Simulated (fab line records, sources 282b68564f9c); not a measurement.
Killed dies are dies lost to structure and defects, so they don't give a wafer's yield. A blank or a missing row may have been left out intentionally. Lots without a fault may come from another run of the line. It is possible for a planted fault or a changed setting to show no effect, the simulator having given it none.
A struck lot beside a sound one	flow rit-cmos	23 steps out of a route of 202
Sound: the wafers L903.2, L903.3, L903.5. Wafers L913.1, L913.5, L913.6 were the ones struck. The cause is given at the end.
Each step with rows lists, per side, the tool, then ch with its chambers, then its first start. Under that, the readings that differ: sound wafers	struck wafers	difference of the means	sigmas: that difference in standard deviations of wafers without a fault.
alike: readings whose means differ by less than 2 such deviations, and words and numbers that are the same on both sides. not compared: withheld readings, readings that some wafer has no value for, bounds like >300 that may hide the same value, and numbers for which the record gives no deviation and whose values overlap.
The two part at a step that has a row with sigmas, a row that says differs or no value, or rows on one side only. When numbers do not overlap yet have no deviation, they are printed without sigmas and do not part them. A reading that every wafer of one side lacks parts them only if that side has two wafers or more.

first, 5 steps without rows for these wafers: RIT_GATE_WET_ETCH_00 (etches SiO2 in BOE, target depth 56 nm, time 60 s); RIT_GATE_CLEAN_01 (cleans in SC1, time 600 s); RIT_GATE_CLEAN_02 (cleans in dHF, time 30 s); RIT_GATE_CLEAN_03 (cleans in SC2, time 600 s); RIT_GATE_CLEAN_04 (cleans in dHF, time 60 s).
RIT_FOX2_THK_MEAS_91:
  struck on film-metro-04, day 5 02:24; sound on film-metro-02, day 2 22:29
  alike: FIELD_OXIDE_LEFT_2_THK
then, 2 steps without rows for these wafers: RIT_GATE_OXIDATION_05 (target thk 3 nm, ox time 270 s); RIT_GATE_ANNEAL_06 (time 600 s).
RIT_GATE_THK_MEAS_07:
  struck on film-metro-04, day 5 08:26; sound on film-metro-04, day 2 23:53
reading	sound	struck	difference	sigmas
GATE_OXIDE_THK (nm)	2.93 2.89 3.02	3.09 3.12 3.12	+0.16	+2
then, 1 step without rows for these wafers: RIT_GATE_CVD_08 (deposits poly-Si from SiH4, target thk 250 nm, time 2220 s).
RIT_GATE_THK_MEAS_09:
  struck on film-metro-01, day 5 10:06; sound on film-metro-01, day 3 01:33
  alike: GATE_POLY_THK
then, 1 step without rows for these wafers: RIT_GATE_HMDS_10 (prime time 60 s).
RIT_GATE_COAT_11: resist thk 850 nm.
  sound on litho-track-04 ch 0, day 3 01:53; struck on litho-track-04 ch 0, day 5 10:37
reading	sound	struck	difference	sigmas
spin-speed-rpm (rpm)	4248.7 4245.6 4247.2	3641.3 3636.4 3635.6	-609.4	-99 or more
model.NOVOLAK_of_GATE_COAT_11.thk-nm (nm)	851.3 850.8 851.4	919.3 919.8 919.8	+68.5	
then, 3 steps without rows for these wafers: RIT_GATE_SOFTBAKE_12 (time 58.29 s); RIT_GATE_EXPOSE_13 (exposes mask M6, target cd 150 nm); RIT_GATE_PEB_14.
RIT_GATE_DEVELOP_15: develop time 48.97 s.
  sound: litho-track-04 ch 0; struck: litho-track-01 ch 0
reading	sound	struck	difference	sigmas
model.GATE.cd-nm (nm)	148.5 146.2 146.9	160.5 159.7 160	+12.9	
RIT_GATE_CD_MEAS_16: the cd target is 150 nm.
  struck on cd-sem-01, day 5 11:26; sound on cd-sem-02, day 3 02:35
reading	sound	struck	difference	sigmas
cd-nm (nm)	148.2 146.3 146.8	160.4 159.8 160.1	+13.0	+5
RIT_GATE_OVL_MEAS_17:
  struck on overlay-02, day 5 11:34; sound on overlay-01, day 3 02:41
  alike: GATE_OVL
then, 1 step without rows for these wafers: RIT_GATE_HARDBAKE_18 (time 60 s).
RIT_GATE_ETCH_19: etches poly-Si in SF6/CHF3/O2, stops on SiO2, time 165 s, target depth 312.5 nm.
  sound on rie-si-02 ch 1,2, day 3 02:52; struck on rie-si-01 ch 0,1,3, day 5 11:44
reading	sound	struck	difference	sigmas
model.NOVOLAK_of_GATE_COAT_11.thk-nm (nm)	673 669.5 672.9	728 729.4 731.1	+58	
model.GATE.cd-nm (nm)	148.4 146.2 146.9	160.5 159.8 159.9	+12.9	
  alike: drypump-motor-current-A, oes-product-au, throttle-valve-pct
  not compared: rf-hours-counter-h
RIT_GATE_STRIP_20: strips in O2, time 180 s.
  sound on plasma-asher-01 ch 0,1, day 3 02:58; struck on plasma-asher-01 ch 0,1, day 5 11:51
  alike: drypump-motor-current-A, rf-refl-power-W
  not compared: rf-hours-counter-h
RIT_M1_PROBE_99:
  struck on prober-01, day 6 08:41; sound on prober-02, day 3 23:01
reading	sound	struck	difference	sigmas
model.etest.pmos_0p15.r-on-ohm-um	2731 2626 2656	3039 3049 3093	+389	
model.etest.pmos-turned.r-on-ohm-um	3399 3303 3342	3719 3674 3770	+373	
model.etest.nmos_0p15.r-on-ohm-um	1096 1053 1063	1245 1218 1245	+165	
model.etest.nmos_0p15.drive-ua-um	483.3 498.1 488.4	412.1 416.6 413	-76.0	
model.etest.pmos_0p15.drive-ua-um	264.2 271.4 264.7	227.3 228.5 225.8	-39.6	
model.etest.npoly-line.line-ohm-um	169.3 173.1 170.2	150.1 151.4 149	-20.7	
model.etest.ppoly-line.line-ohm-um	162.2 164.4 163.4	144.7 146.9 145	-17.8	
model.etest.pmos-turned.drive-ua-um	192.6 194.3 193.6	174.3 175.9 171.2	-19.7	
  alike: killed_at_M0_to_M3, killed-at-front-end, killed-dies, killed-open, killed-short

## WHERE THEY PART
At RIT_GATE_THK_MEAS_07 first; at RIT_GATE_CD_MEAS_16 last (within this record only). Later steps at which nothing parts them and some readings are alike: RIT_GATE_OVL_MEAS_17, RIT_GATE_ETCH_19, RIT_GATE_STRIP_20, RIT_M1_PROBE_99.

WHY: what had been put in by the simulator
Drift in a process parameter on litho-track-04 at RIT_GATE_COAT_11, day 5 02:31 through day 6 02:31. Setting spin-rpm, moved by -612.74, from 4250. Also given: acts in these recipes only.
